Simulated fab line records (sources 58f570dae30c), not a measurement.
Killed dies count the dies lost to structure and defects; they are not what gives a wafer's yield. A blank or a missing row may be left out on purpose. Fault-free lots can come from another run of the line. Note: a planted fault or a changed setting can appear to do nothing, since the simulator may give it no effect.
One fault seen from 2 desks	flow berkeleyCmos170	each desk holds nothing but its own numbers, with what lay behind them at the end

AT THE TOOL OWNER'S DESK: implanter-03
The tool's own readings at UCB170_PLDD_IMPLANT_09: means of the sampled wafers that have a number, for each lot that ran on this tool. The brackets show how far a lot's mean lies from the usual mean; more than 4 standard deviations puts the lot out of limits, marked OUT.
Columns: A = beamEnergyKeV at UCB170_PLDD_IMPLANT_09, usual 10.000; B = doseIonsCm2 at UCB170_PLDD_IMPLANT_09, usual 5e+13; C = faradayCurrentUA at UCB170_PLDD_IMPLANT_09, usual 158
lot	first seen here	A	B	C
L101	day 8 04:28	10.000	5e+13	158
L109	day 9 19:55	10.000	5e+13	158
L114	day 11 06:23	10.001	5e+13	159
L120	day 12 14:56	10.000	4e+13 (-99 or more) OUT	128 (-9.0) OUT
L121	day 12 15:50	9.999	4e+13 (-99 or more) OUT	133 (-7.7) OUT
This desk's verdict: out of limits on L120, L121, starting with L120 at day 12 14:56 (doseIonsCm2 at UCB170_PLDD_IMPLANT_09). Within limits: L101, L109, L114.

METROLOGY DESK
What the gauges read for every lot (on any tool): the sampled wafers with a number, averaged. The brackets show how far a lot's mean lies from the usual mean; more than 4 standard deviations puts the lot out of limits, marked OUT.
Columns: A = NWELL_OXIDE_THK at UCB170_NWELL_THK_MEAS_02, usual 26.6 nm; B = PLDD_TW at UCB170_PLDD_TW_MEAS_11, usual 1012; C = PLDD_RS at UCB170_SDANNEAL_RS_MEAS_04, usual 1031.6 ohm/sq; D = CONTACT_OVL at UCB170_CONTACT_OVL_MEAS_16, usual 4 nm
lot	first seen here	A	B	C	D
L100	day 2 11:52	26.4	1010	1032.6	2
L101	day 2 18:03	27.2	1027	1033.9	6
L102	day 2 18:03	26.2	1014	1032.4	5
L104	day 3 02:41	26.7	1029	1027.9	3
L106	day 3 17:38	26.5	1013	1029.2	6
L108	day 4 02:05	26.9	1007	1034.9	2
L109	day 4 08:35	26.1	1008	1028.9	1
L110	day 4 08:35	26.8	1009	1032.4	8
L111	day 4 15:41	26.6	1008	1031.6	2
L112	day 4 15:41	26.4	1029	1030.7	12
L114	day 5 09:15	26.6	1005	1027.8	8
L120	day 6 23:20	26.5	982	1105.6 (+27) OUT	-0
L121	day 6 23:20	26.6	975	1104.0 (+27) OUT	3
L122	day 7 06:30	26.5	1029	1032.1	-0
This desk's result: L120, L121 out of limits, first on L120 (PLDD_RS at UCB170_SDANNEAL_RS_MEAS_04), day 13 08:38. Within limits: L100, L101, L102, L104, L106, L108, L109, L110, L111, L112, L114, L122.

BROUGHT TOGETHER
The tool owner's desk had the chance to raise an alarm at day 12 14:56 on L120, L121.
L120, L121 would have let the metrology desk raise an alarm at day 13 08:38.
All the named lots went through UCB170_PLDD_IMPLANT_09 on implanter-03.

WHAT WAS PUT IN BY THE SIMULATOR
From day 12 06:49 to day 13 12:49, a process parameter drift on implanter-03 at UCB170_PLDD_IMPLANT_09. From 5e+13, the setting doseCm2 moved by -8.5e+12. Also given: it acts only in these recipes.
Lots struck among those shown: L120, L121.
Time in hours from fault onset to the first out-of-limits reading at each desk: tool owner's desk 8, metrology desk 26.
